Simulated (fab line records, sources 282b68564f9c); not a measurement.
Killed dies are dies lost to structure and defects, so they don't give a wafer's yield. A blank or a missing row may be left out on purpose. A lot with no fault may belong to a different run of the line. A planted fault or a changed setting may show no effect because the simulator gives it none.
2 desks looking at one fault / flow rit-cmos / numbers are kept per desk, each desk with only its own; the story behind them comes last

DESK OF THE TOOL OWNER: rie-si-01
The tool's own readings at RIT_GATE_ETCH_19 (etches poly-Si in SF6/CHF3/O2, stops on SiO2, time 165 s, target depth 312.5 nm): means of the sampled wafers that have a number, for each lot that ran on this tool. Marked OUT: a lot whose mean sits more than 4 standard deviations from the usual mean, which makes it out of limits; the brackets give that distance.
Columns: A = drypump-motor-current-A at RIT_GATE_ETCH_19, usual 5.8 A; B = oes-product-au at RIT_GATE_ETCH_19, usual 0.850 a.u.; C = rf-fwd-power-W at RIT_GATE_ETCH_19, usual 159.3 W; D = throttle-valve-pct at RIT_GATE_ETCH_19, usual 10.25 %
lot=L675; first seen here=day 3 20:40; A=5.4; B=0.849; C=159.1; D=10.21
lot=L679; first seen here=day 4 19:19; A=5.9; B=0.859; C=158.9; D=10.23
lot=L685; first seen here=day 5 17:14; A=5.7; B=0.843; C=159.6; D=10.28
Finding of this desk: none of the 3 lots has anything out of limits.

FROM THE METROLOGY DESK
What the gauges read for every lot (on any tool): the sampled wafers with a number, averaged. Marked OUT: a lot whose mean sits more than 4 standard deviations from the usual mean, which makes it out of limits; the brackets give that distance.
Columns: A = GATE_OXIDE_THK at RIT_GATE_THK_MEAS_07, usual 3.03 nm; B = GATE_POLY_THK at RIT_GATE_THK_MEAS_09, usual 251.2 nm; C = cd-nm at RIT_GATE_CD_MEAS_16, usual 150.5 nm; D = GATE_OVL at RIT_GATE_OVL_MEAS_17, usual -0.4 nm
lot=L670; first seen here=day 2 13:13; A=3.07; B=250.1; C=151.8; D=-0.1
lot=L675; first seen here=day 3 16:03; A=3.04; B=254.4; C=152.3; D=0.0
lot=L679; first seen here=day 4 15:28; A=2.99; B=256.8; C=147.1; D=1.2
lot=L685; first seen here=day 5 14:22; A=3.01; B=250.7; C=152.2; D=0.3
lot=L692; first seen here=day 7 01:00; A=3.09; B=252.5; C=147.8; D=-0.4
Finding of this desk: none of the 5 lots has anything out of limits.

BROUGHT TOGETHER
Nothing out of limits was seen by the tool owner's desk.
Metrology desk: nothing out of limits seen.

WHAT THE SIMULATOR HAD PUT IN
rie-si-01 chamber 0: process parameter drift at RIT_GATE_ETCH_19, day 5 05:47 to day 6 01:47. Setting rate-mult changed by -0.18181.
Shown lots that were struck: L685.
